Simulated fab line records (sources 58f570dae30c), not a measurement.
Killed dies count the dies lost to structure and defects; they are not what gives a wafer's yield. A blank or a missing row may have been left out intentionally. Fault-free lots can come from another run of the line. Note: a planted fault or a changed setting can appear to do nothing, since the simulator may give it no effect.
A struck lot beside a sound one ; flow berkeley_cmos170 ; 14 out of 331 route steps
Sound: these wafers, L677.1, L677.4, L677.5. Struck: wafers L671.2, L671.5, L671.6. At the end, the cause is stated.
Per side, at each step with rows, come the tool, then ch with its chambers, and then its first start. Under that, the readings that differ: sound wafers ; struck wafers ; difference of the means ; sigmas: that difference in standard deviations of wafers without a fault.
alike: words and numbers the same on both sides, and readings whose means are apart by under 2 such deviations; not compared: readings that were withheld, readings missing a value for some wafer, numbers with overlapping values and no deviation given by the record, and bounds like >300 which may hide the same value.
Wherever a step has rows on one side only, a row that says differs or no value, or a row with sigmas, the two part there. Non-overlapping numbers with no deviation appear without sigmas and do not part them. A reading missing from all wafers of one side parts the sides only when that side holds two or more wafers.

UCB170_M1_STRIP_13: strips in O2.
  sound on plasma_asher-04 ch 1, day 10 05:33; struck on plasma_asher-01 ch 0,1, day 9 06:52
  alike: drypump_motor_current_A, oes_product_au
  not compared: rf_hours_counter_h
UCB170_M1_CD_MEAS_90 targets a cd of 700 nm.
  struck on cd_sem-02, day 9 06:59; sound on cd_sem-02, day 10 05:39
  alike: cd_nm
then, 1 step without rows for these wafers: UCB170_M1_ANNEAL_14 (time 1200 s).
UCB170_V1_CVD_00: deposits SiO2 from TEOS/O2, target thk 2000 nm, time 250 s.
  sound on pecvd-04 ch 1,2, day 10 09:26; struck on pecvd-04 ch 0,2, day 9 09:32
  alike: heater_power_w
UCB170_V1_THK_MEAS_01:
  struck on film_metro-04, day 9 09:42; sound on film_metro-04, day 10 09:35
  alike: V1_TEOS_THK
UCB170_V1_CMP_02: polishes SiO2.
  sound on cmp-01 ch 0,1,3, day 10 09:45; struck on cmp-02 ch 0,2,3, day 9 09:51
  alike: motor_current_A
UCB170_V1_BOW_MEAS_03:
  struck on film_metro-02, day 9 10:04; sound on film_metro-03, day 10 09:57
  alike: V1_BOW
UCB170_V1_THK_MEAS_04:
  struck on film_metro-02, day 9 10:11; sound on film_metro-03, day 10 10:04
  alike: V1_POLISHED_THK
then, 4 steps without rows for these wafers: UCB170_V1_CLEAN_05 (cleans in DIW); UCB170_V1_HMDS_06 (prime time 60 s); UCB170_V1_COAT_07 (resist thk 900 nm); UCB170_V1_SOFTBAKE_08 (time 60 s).
UCB170_V1_EXPOSE_09: exposes mask VIA1, target cd 700 nm.
  sound on krf_scanner-02 ch 0, day 10 10:50; struck on krf_scanner-01, day 9 11:18
  no value came back on the struck wafers for exposure_dose_mJ_cm2, focus_offset_nm (nm); on the sound wafers exposure_dose_mJ_cm2 reads 37.04 37.01 36.98
  alike: mask
after that, 1 step had no rows for these wafers: UCB170_V1_PEB_10.

== WHERE THEY PART ==
UCB170_V1_EXPOSE_09 only, going by this record.

WHY: what had been put in by the simulator
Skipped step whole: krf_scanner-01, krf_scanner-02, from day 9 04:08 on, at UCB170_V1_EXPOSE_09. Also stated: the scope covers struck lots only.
